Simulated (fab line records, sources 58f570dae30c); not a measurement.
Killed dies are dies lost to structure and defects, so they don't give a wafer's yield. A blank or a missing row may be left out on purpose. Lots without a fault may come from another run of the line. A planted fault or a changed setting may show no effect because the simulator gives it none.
Problem report in the 8D (eight disciplines) form, filled by code | flow berkeley_cmos170 | the parts of the form that need people (team, actions taken, sign-off) are left out

1. THE PROBLEM
M1_AL_RS at UCB170_M1_RS_MEAS_01 reads a mean of 0.0705 ohm/sq on 6 wafers of 2 lots; wafers without a fault read 0.0482 ohm/sq with a standard deviation of 0.00041. That is +54 standard deviations from the usual mean.
The step: measures by four-point-probe.
First seen on wafer L671.1, day 8 15:19, on film_metro-04. The record holds 42 wafers of 14 lots with a number at this step. Rule for "out", or "out of limits": more than 4 standard deviations from the usual mean. The other wafers with a number count as sound.

2. WHAT IT IS AND WHAT IT IS NOT
question                    | is                     | is not
which readings at this step | M1_AL_RS               | -
which lots                  | L671, L675             | L664, L665, L666, L667, L668, L674, L676, L680, L682, L684, L685, L686
which wafers of those lots  | all that have a number | -
read on which gauges        | film_metro-04          | film_metro-01, film_metro-03
when                        | from day 8 15:19       | up to then (21 sound wafers); but 15 sound wafers of L680, L682, L684, L685, L686 came after

3. SUSPECTS, AND WHAT RULES EACH OUT
Counting: a tool at a process step up to the reading stays a suspect if it ran every lot that is out and no sound lot after the first of them.
- the gauge at UCB170_M1_RS_MEAS_01: ruled out. All the wafers that are out were read on film_metro-04, but those of them that UCB170_M1_METAL_ETCH_12 has rows for are out there too, on other tools.
- pvd_sputter-02 at UCB170_M1_SPUTTER_00 (material Al, target thk 600 nm, time 80 s): kept. It ran every lot that is out, first L671 (day 8 15:15), and no sound lot after that; its last sound lot up to then is L665 (day 6 18:14).
Left after counting: pvd_sputter-02 at UCB170_M1_SPUTTER_00.

4. THE CAUSE (what the simulator had put in)
Process parameter drift: pvd_sputter-02, from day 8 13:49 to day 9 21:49, at UCB170_M1_SPUTTER_00. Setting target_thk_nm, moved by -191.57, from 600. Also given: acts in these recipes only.
Counting left only this tool.

5. THE CHAIN OF EFFECTS, in route order
Each row: a reading whose mean over the struck wafers that have a number lies more than 3 standard deviations from the usual. Only readings for which the record gives a usual standard deviation are gone through. hours: the time from each lot's start at the first step in this table that gives one to its start at this step, as a median over the lots. sigmas: the change in usual standard deviations.
hours | step                    | reading        | usual         | on struck wafers | change  | sigmas
0     | UCB170_M1_RS_MEAS_01    | M1_AL_RS       | 0.0482 ohm/sq | 0.0705           | +0.0223 | +54
0     | UCB170_M1_THK_MEAS_02   | M1_AL_THK      | 610 nm        | 418              | -192    | -30
2     | UCB170_M1_METAL_ETCH_12 | oes_product_au | 0.850 a.u.    | 0.701            | -0.149  | -12
The process steps in it:
- UCB170_M1_METAL_ETCH_12: etches Al in Cl2/BCl3, stops on PSG, target depth 780 nm, time 130 s.
Later measuring or inspecting steps at which every struck wafer that the step has a row for has a number for every such reading, and none has moved that far: UCB170_M1_OVL_MEAS_10.

6. WHAT WOULD HAVE CAUGHT IT SOONER
In this record the first reading out of limits at a measuring or inspecting step was taken at day 8 15:19, 1 hour after the fault began at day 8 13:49.
Of the tool readings at UCB170_M1_SPUTTER_00 for which the record gives a usual standard deviation, none was out on any struck wafer, so an alarm limit of 4 standard deviations on them would not have fired.
Of the lots that are out (2), L675 began UCB170_M1_SPUTTER_00 on pvd_sputter-02 after day 8 15:19. A hold on the tool at that time would have spared it.
